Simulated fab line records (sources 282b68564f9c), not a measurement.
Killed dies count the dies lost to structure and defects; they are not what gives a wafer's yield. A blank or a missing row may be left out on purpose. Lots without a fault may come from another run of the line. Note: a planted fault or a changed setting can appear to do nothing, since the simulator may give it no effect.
Problem report, 8D (eight disciplines) form, completed by code    flow rit-cmos    the parts of the form that need people (team, actions taken, sign-off) are left out

1. WHAT IS WRONG
CONTACT_TEOS_THK at RIT_CONTACT_THK_MEAS_01 reads a mean of 203 nm on 6 wafers of 2 lots; wafers without a fault read 402 nm with a standard deviation of 5.4. That puts it -37 standard deviations away from the usual mean.
The first sign was on wafer L553.2 at day 6 21:24, on film-metro-02. The record holds 42 wafers of 14 lots with a number at this step. Rule for "out" (also "out of limits"): further than 4 standard deviations from the usual mean. The other wafers with a number count as sound.

2. WHAT IT IS AND WHAT IT IS NOT
question                     is                            is not
which readings at this step  CONTACT_TEOS_THK              -
which lots                   L553, L556                    L535, L536, L537, L543, L544, L545, L546, L547, L549, L550, L557, L558
which wafers of those lots   all that have a number        -
read on which gauges         film-metro-02, film-metro-04  film-metro-01
when                         from day 6 21:24              up to then (30 sound wafers); but 6 sound wafers of L557, L558 came after

3. SUSPECTS, AND WHAT RULES EACH OUT
Counting: any tool at a process step up to the reading is kept as a suspect provided that every lot that is out went through it and no sound lot did after the first of them.
- the gauge at RIT_CONTACT_THK_MEAS_01: ruled out. 2 gauges (film-metro-02, film-metro-04) read the wafers that are out.
- pecvd-01 at RIT_CONTACT_CVD_00 (deposits SiO2 from TEOS, target thk 400 nm, time 61 s): kept. Every lot that is out went through it, starting with L553 (day 6 21:20), and after that it ran no sound lot; the last sound lot it ran before then is L550 (day 6 10:01).
Left after counting: pecvd-01 at RIT_CONTACT_CVD_00.

4. THE CAUSE (what the simulator had put in)
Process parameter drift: pecvd-01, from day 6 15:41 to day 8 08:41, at RIT_CONTACT_CVD_00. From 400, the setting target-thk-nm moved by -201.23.
The count eliminated every tool but this one.

5. THE CHAIN OF EFFECTS, in route order
Rows list readings where the struck wafers' mean (over those with a number) sits beyond 3 standard deviations from the usual. Scope: only readings with a usual standard deviation given in the record; hours: median across lots of the time from each lot's start at the first step in this table that gives one to its start at this step; sigmas: change in usual standard deviations.
hours  step                     reading           usual   on struck wafers  change  sigmas
0      RIT_CONTACT_THK_MEAS_01  CONTACT_TEOS_THK  402 nm  203               -199    -37

6. HOW IT WOULD HAVE BEEN CAUGHT EARLIER
In this record the first reading out of limits at a measuring or inspecting step was taken at day 6 21:24, 6 hours after the fault began at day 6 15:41.
An alarm limit of 4 standard deviations would not have fired on the tool readings at RIT_CONTACT_CVD_00 for which the record gives a usual standard deviation, since none of them was out on any struck wafer.
Lots out: 2; of these, L556 started RIT_CONTACT_CVD_00 on pecvd-01 after day 6 21:24. Had the tool been put on hold then, it would have been spared.
